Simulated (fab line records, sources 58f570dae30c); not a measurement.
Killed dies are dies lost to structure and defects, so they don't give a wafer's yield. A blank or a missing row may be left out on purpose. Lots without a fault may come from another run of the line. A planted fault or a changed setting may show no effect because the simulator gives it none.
Problem report in the 8D (eight disciplines) form, filled by code | flow berkeley_cmos170 | the parts of the form that need people (team, actions taken, sign-off) are left out

1. THE PROBLEM
o2_flow_sccm at UCB170_ZERO_STRIP_07 reads a mean of 200.9 sccm on 6 wafers of 2 lots; wafers without a fault read 399.9 sccm with a standard deviation of 1.2. That is -99 or more standard deviations from the usual mean.
The step: strips in O2.
First seen on wafer L371.2, day 4 15:06, on plasma_asher-03. The record holds 42 wafers of 14 lots with a number at this step. Rule for "out", or "out of limits": more than 4 standard deviations from the usual mean. The other wafers with a number count as sound.

2. WHAT IT IS AND WHAT IT IS NOT
question                    | is                                                     | is not
which readings at this step | o2_flow_sccm, oes_product_au, strip_time_to_endpoint_s | drypump_motor_current_A
which lots                  | L371, L373                                             | L358, L360, L361, L362, L364, L365, L367, L375, L376, L377, L380, L381
which wafers of those lots  | all that have a number                                 | -
read on which tools         | plasma_asher-03                                        | plasma_asher-02, plasma_asher-04
when                        | from day 4 15:06                                       | up to then (21 sound wafers); but 15 sound wafers of L375, L376, L377, L380, L381 came after

3. SUSPECTS, AND WHAT RULES EACH OUT
Counting: a tool at a process step up to the reading stays a suspect if it ran every lot that is out and no sound lot after the first of them.
- plasma_asher-03 at UCB170_ZERO_STRIP_07 (strips in O2): kept. It ran every lot that is out, first L371 (day 4 15:06), and no sound lot after that; its last sound lot up to then is L367 (day 3 16:05). Its own readings are out on those wafers: o2_flow_sccm, oes_product_au, strip_time_to_endpoint_s.
Left after counting: plasma_asher-03 at UCB170_ZERO_STRIP_07.

4. THE CAUSE (what the simulator had put in)
Process parameter drift: plasma_asher-03, from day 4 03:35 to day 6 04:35, at UCB170_ZERO_STRIP_07. Setting o2_flow_sccm, moved by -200, from 400. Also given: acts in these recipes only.
Counting left only this tool.

5. THE CHAIN OF EFFECTS, in route order
Each row: a reading whose mean over the struck wafers that have a number lies more than 3 standard deviations from the usual. Only readings for which the record gives a usual standard deviation are gone through. hours: the time from each lot's start at the first step in this table that gives one to its start at this step, as a median over the lots. sigmas: the change in usual standard deviations.
hours | step                 | reading                  | usual      | on struck wafers | change | sigmas
0     | UCB170_ZERO_STRIP_07 | o2_flow_sccm             | 399.9 sccm | 200.9            | -199.0 | -99 or more
0     | UCB170_ZERO_STRIP_07 | oes_product_au           | 0.727 a.u. | 0.665            | -0.062 | -15
0     | UCB170_ZERO_STRIP_07 | strip_time_to_endpoint_s | 21.46 s    | 24.54            | +3.08  | +51
The process steps in it:
- UCB170_ZERO_STRIP_07: strips in O2.

6. WHAT WOULD HAVE CAUGHT IT SOONER
In this record the first reading out of limits was taken at day 4 15:06, 12 hours after the fault began at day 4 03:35.
